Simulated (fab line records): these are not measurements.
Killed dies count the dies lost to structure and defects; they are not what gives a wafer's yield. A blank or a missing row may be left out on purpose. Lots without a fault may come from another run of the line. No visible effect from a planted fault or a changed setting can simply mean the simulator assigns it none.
fab line records	flow berkeley_cmos170
[record] lots = 14	wafers = 42	last_day = 13
route steps=331 shown SILICIDE@214 V1@269 V2@293 M3@325
lots with no fault: from the same line, run without faults
start_h: hours from the record's opening day to when the first of the lot's shown wafers began	wait_h: hours from the lot's prior step to this one	" same as the row above	L1.1+2: one row covering several wafers at once	- either no value or no given start	* or withheld: withheld	< > ~ a bound
route shown NAME@n: a module of which the file shows steps, and the number in the route of the first	usual: mean and standard deviation over wafers with no fault	same: alike in all rows	chamber/n: place in a boat	sites: each site's reading	_std_site: standard deviation across them	_edge_site: inner sites' mean taken away from outer sites' mean	radius_mm: how far each site lies from the wafer's centre	mask NAME#n: copy n	behind: tool/chamber where the wafer was last shaped	hold: why the lot was held/for how many hours/how that ended	device: transistor that didn't switch, given as n, p or np	end of line: the route-end tests of the same wafers	a step given without rows: its recipe and nothing more	killed: not the wafer's yield, but the dies lost to structure and defects at the first sort	map: dies across one wafer; x = killed, . = not, _ = none there
set.NAME: the setting that was run; set.NAME@STEP: the one run at that earlier step	model.NAME: the simulator's own value behind a step, which no gauge read
a sample of lots followed through the steps of the route, with each step as a table and each wafer as a row
services: a tool's chamber out of use, with start hour (start_h, from the record's first day; less than 0 if before it), hours out, and reason
[[steps]]
[step UCB170_SILICIDE_RTA_04]
[recipe] temp_c = 650	time_s = 15	ambient = N2
[usual] anneal_temp_c_max = 652.3/0.54	chamber_o2_ppm = 1.995/0.022	lamp_power_pct = 9.1/0.51	wafer_temp_C_max = 653.3/1
lot.wafer	tool	chamber	start_h	wait_h	anneal_temp_c_max	chamber_o2_ppm	lamp_power_pct	wafer_temp_C_max
L188.1	rtp_anneal-01	0	179.23	0.1	652.1	2.003	8.7	653.1
L188.3	"	0	"	"	652.9	2.026	8.7	653.7
L188.4	"	0	"	"	652.0	2.024	8.7	652.0
L191.1	rtp_anneal-01	0	179.91	0.3	652.2	1.982	8.7	652.0
L191.3	"	0	"	"	652.1	1.958	8.7	653.0
L191.4	"	0	"	"	653.5	1.996	8.7	652.8
L189.1	rtp_anneal-01	0	180.42	0.1	652.1	1.978	8.7	653.0
L189.2	"	0	"	"	652.1	2.032	8.7	652.9
L189.3	"	0	"	"	652.1	2.010	8.7	652.6
L192.2	rtp_anneal-01	0	180.61	0.1	652.1	302.01	8.7	653.2
L192.3	"	0	"	"	652.3	302.00	8.7	653.9
L192.5	"	0	"	"	651.7	302.01	8.7	653.0
L190.3	rtp_anneal-01	0	180.92	0.1	651.9	301.97	8.7	652.6
L190.5	"	0	"	"	653.4	302.01	8.7	652.6
L190.6	"	0	"	"	653.4	302.00	8.7	652.1
L193.3	rtp_anneal-02	0	215.03	0.1	652.5	2.000	9.8	654.6
L193.4	"	0	"	"	652.7	2.009	9.8	654.5
L193.6	"	0	"	"	652.0	1.987	9.8	654.7
L202.2	rtp_anneal-02	0	266.95	0.1	651.9	1.995	9.8	654.3
L202.3	"	0	"	"	652.1	2.010	9.8	655.4
L202.6	"	0	"	"	652.4	2.016	9.8	655.2
L206.1	rtp_anneal-01	0	267.28	0.1	653.2	2.017	8.7	653.1
L206.2	"	0	"	"	653.0	2.040	8.7	652.8
L206.4	"	0	"	"	652.8	1.996	8.7	652.6
L204.2	rtp_anneal-02	0	267.30	0.1	651.9	1.978	9.8	654.8
L204.3	"	0	"	"	652.5	2.015	9.8	655.0
L204.4	"	0	"	"	653.2	1.987	9.8	653.7
L203.1	rtp_anneal-01	0	267.49	0.1	651.5	2.018	8.7	653.1
L203.2	"	0	"	"	651.7	2.038	8.7	654.1
L203.5	"	0	"	"	652.3	2.011	8.7	652.9
L207.1	rtp_anneal-02	0	274.73	0.1	652.0	2.010	9.8	654.0
L207.4	"	0	"	"	652.8	1.998	9.8	654.3
L207.6	"	0	"	"	652.3	2.001	9.8	655.0
L210.2	rtp_anneal-01	0	275.15	0.1	651.6	2.004	8.7	652.9
L210.3	"	0	"	"	652.5	1.973	8.7	652.4
L210.4	"	0	"	"	652.4	1.991	8.7	652.8
L208.1	rtp_anneal-01	0	275.45	0.1	652.4	1.938	8.7	653.1
L208.4	"	0	"	"	652.6	2.000	8.7	652.3
L208.6	"	0	"	"	652.1	1.984	8.7	652.7
L211.3	rtp_anneal-01	0	295.56	0.1	652.6	1.973	8.7	651.9
L211.4	"	0	"	"	652.9	1.932	8.7	652.3
L211.5	"	0	"	"	652.3	1.962	8.7	652.9
[step UCB170_V1_STRIP_15]
[recipe] chemistry = O2	power_w = 400	pressure_mtorr = 3500	platen_temp_c = withheld	o2_flow_sccm = 400	overash_fraction = 0.5
[usual] drypump_motor_current_A = 5.83/0.23	oes_product_au = 0.722/0.0046	strip_time_to_endpoint_s = 15.36/0.12
lot.wafer	tool	chamber	start_h	wait_h	drypump_motor_current_A	oes_product_au	rf_hours_counter_h	strip_time_to_endpoint_s
L189.1	plasma_asher-02	0	193.61	0.1	6.06	0.721	8	15.21
L189.2	"	1	"	"	5.66	0.724	8	15.43
L189.3	"	0	"	"	6.03	0.721	-	15.66
L188.1	plasma_asher-03	0	193.75	0.1	5.92	0.723	47	15.49
L188.3	"	0	"	"	5.92	0.720	-	15.44
L188.4	"	1	"	"	5.42	0.726	-	15.50
L192.2	plasma_asher-02	1	193.87	0.1	5.67	0.729	8	15.48
L192.3	"	0	"	"	6.00	0.721	-	15.25
L192.5	"	1	"	"	5.67	0.715	-	15.48
L191.1	plasma_asher-03	1	193.91	0.1	5.42	0.725	47	15.40
L191.3	"	0	"	"	5.98	0.721	-	15.29
L191.4	"	1	"	"	5.40	0.725	-	15.34
L190.3	plasma_asher-02	1	197.31	0.1	5.66	0.721	-	15.33
L190.5	"	0	"	"	6.04	0.718	-	15.38
L190.6	"	1	"	"	5.65	0.727	-	15.34
L193.3	plasma_asher-02	0	226.02	0.1	6.08	0.725	-	15.39
L193.4	"	1	"	"	5.68	0.726	-	15.27
L193.6	"	0	"	"	6.02	0.717	-	15.24
L202.2	plasma_asher-02	1	278.87	0.1	5.66	0.722	17	15.25
L202.3	"	1	"	"	5.64	0.722	-	15.57
L202.6	"	1	"	"	5.65	0.728	-	15.57
L206.1	plasma_asher-01	0	283.15	0.1	5.74	0.723	54	15.27
L206.2	"	1	"	"	6.11	0.717	54	15.23
L206.4	"	1	"	"	6.13	0.725	-	15.15
L204.2	plasma_asher-02	1	287.56	0.1	5.67	0.723	18	15.43
L204.3	"	0	"	"	6.04	0.719	-	15.24
L204.4	"	1	"	"	5.66	0.723	-	15.28
L203.1	plasma_asher-01	1	287.77	0.1	6.14	0.730	54	15.38
L203.2	"	0	"	"	5.78	0.715	54	15.39
L203.5	"	0	"	"	5.77	0.724	-	15.44
L207.1	plasma_asher-03	0	292.31	0.1	5.96	0.715	58	15.32
L207.4	"	1	"	"	5.40	0.723	-	15.39
L207.6	"	0	"	"	5.94	0.719	-	15.36
L208.1	plasma_asher-02	0	292.63	0.1	6.04	0.718	19	15.18
L208.4	"	1	"	"	5.68	0.718	-	15.29
L208.6	"	1	"	"	5.66	0.726	-	15.28
L210.2	plasma_asher-01	0	296.91	0.1	5.78	0.721	56	15.43
L210.3	"	0	"	"	5.78	0.717	-	15.31
L210.4	"	1	"	"	6.12	0.723	-	15.36
L211.3	plasma_asher-02	0	308.90	0.1	6.06	0.722	-	15.44
L211.4	"	1	"	"	5.69	0.728	-	15.36
L211.5	"	0	"	"	6.05	0.721	-	15.55
[step UCB170_V2_THK_MEAS_01]
[recipe] reads = SiO2_of_V2_CVD_00
[usual] V2_TEOS_THK = 2008/23
lot.wafer	tool	chamber	start_h	wait_h	V2_TEOS_THK[nm]
L189.1	film_metro-04	-	198.68	0.2	2007
L189.2	"	-	"	"	1990
L189.3	"	-	"	"	2013
L188.1	film_metro-01	-	198.89	0.1	2000
L188.3	"	-	"	"	1983
L188.4	"	-	"	"	2036
L192.2	film_metro-01	-	199.21	0.1	2007
L192.3	"	-	"	"	2001
L192.5	"	-	"	"	2017
L191.1	film_metro-01	-	199.38	0.2	1964
L191.3	"	-	"	"	1985
L191.4	"	-	"	"	1999
L190.3	film_metro-04	-	201.85	0.1	1996
L190.5	"	-	"	"	2032
L190.6	"	-	"	"	2031
L193.3	film_metro-01	-	229.22	0.1	1987
L193.4	"	-	"	"	2012
L193.6	"	-	"	"	2066
L202.2	film_metro-01	-	281.95	0.1	2018
L202.3	"	-	"	"	2001
L202.6	"	-	"	"	2045
L206.1	film_metro-03	-	289.97	0.1	1986
L206.2	"	-	"	"	1988
L206.4	"	-	"	"	2000
L204.2	film_metro-03	-	291.10	0.1	1985
L204.3	"	-	"	"	1966
L204.4	"	-	"	"	2026
L203.1	film_metro-04	-	291.75	0.1	2002
L203.2	"	-	"	"	2028
L203.5	"	-	"	"	2057
L207.1	film_metro-03	-	296.20	0.1	2001
L207.4	"	-	"	"	2009
L207.6	"	-	"	"	2057
L208.1	film_metro-03	-	296.97	0.1	1973
L208.4	"	-	"	"	2020
L208.6	"	-	"	"	2000
L210.2	film_metro-04	-	300.55	0.1	1981
L210.3	"	-	"	"	1995
L210.4	"	-	"	"	2029
L211.3	film_metro-01	-	312.60	0.1	2016
L211.4	"	-	"	"	2012
L211.5	"	-	"	"	2033
[step UCB170_M3_OVL_MEAS_16]
[usual] M3_OVL = 1/5.6
lot.wafer	tool	chamber	start_h	wait_h	M3_OVL[nm]
L189.1	overlay-02	-	204.14	0.1	-6
L189.2	"	-	"	"	-4
L189.3	"	-	"	"	4
L188.1	overlay-01	-	204.33	0.1	7
L188.3	"	-	"	"	1
L188.4	"	-	"	"	8
L192.2	overlay-02	-	204.42	0.1	-2
L192.3	"	-	"	"	-2
L192.5	"	-	"	"	-4
L191.1	overlay-01	-	204.99	0.1	1
L191.3	"	-	"	"	3
L191.4	"	-	"	"	2
L190.3	overlay-02	-	206.77	0.1	-1
L190.5	"	-	"	"	2
L190.6	"	-	"	"	2
L193.3	overlay-02	-	234.45	0.1	7
L193.4	"	-	"	"	8
L193.6	"	-	"	"	9
L202.2	overlay-01	-	289.73	0.1	3
L202.3	"	-	"	"	0
L202.6	"	-	"	"	4
L206.1	overlay-02	-	296.29	0.1	-2
L206.2	"	-	"	"	-8
L206.4	"	-	"	"	1
L204.2	overlay-02	-	296.98	0.1	-1
L204.3	"	-	"	"	-6
L204.4	"	-	"	"	2
L203.1	overlay-02	-	298.19	0.1	-8
L203.2	"	-	"	"	1
L203.5	"	-	"	"	-6
L207.1	overlay-01	-	301.28	0.1	4
L207.4	"	-	"	"	-8
L207.6	"	-	"	"	7
L208.1	overlay-01	-	302.18	0.1	18
L208.4	"	-	"	"	11
L208.6	"	-	"	"	16
L210.2	overlay-02	-	305.82	0.1	7
L210.3	"	-	"	"	2
L210.4	"	-	"	"	3
L211.3	overlay-02	-	317.45	0.1	6
L211.4	"	-	"	"	10
L211.5	"	-	"	"	8
[[services]]
tool	chamber	start_h	hours	kind
rtp_anneal-02	-	174.62	38.8	pm
plasma_asher-02	-	252.43	1.0	repair
[[key]]
[first_sign] step = UCB170_SILICIDE_RTA_04	reading = chamber_o2_ppm	direction = up	sigmas = 99+	usual = 1.995	struck = 302.00
effect none on later readings
met_at UCB170_SILICIDE_RTA_04
struck_lots L190,L192
tester_left_out L190,L192
not_acting_at UCB170_V1_STRIP_15,UCB170_V2_THK_MEAS_01,UCB170_M3_OVL_MEAS_16
onset_between 180.42 180.61
[fault] kind = process_parameter_drift	tool = rtp_anneal-01	chamber = -	onset_h = 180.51	steps = UCB170_SILICIDE_RTA_04	channel = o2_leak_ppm	offset = 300	shape = step	end_h = 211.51
// tester_left_out: of these lots the tester's yield and bins aren't shown, on N5 and GAA mostly nor the transistor test; their killed dies are dies lost to structure and defects alone, not to doping, threshold or leakage, so they don't give the yield
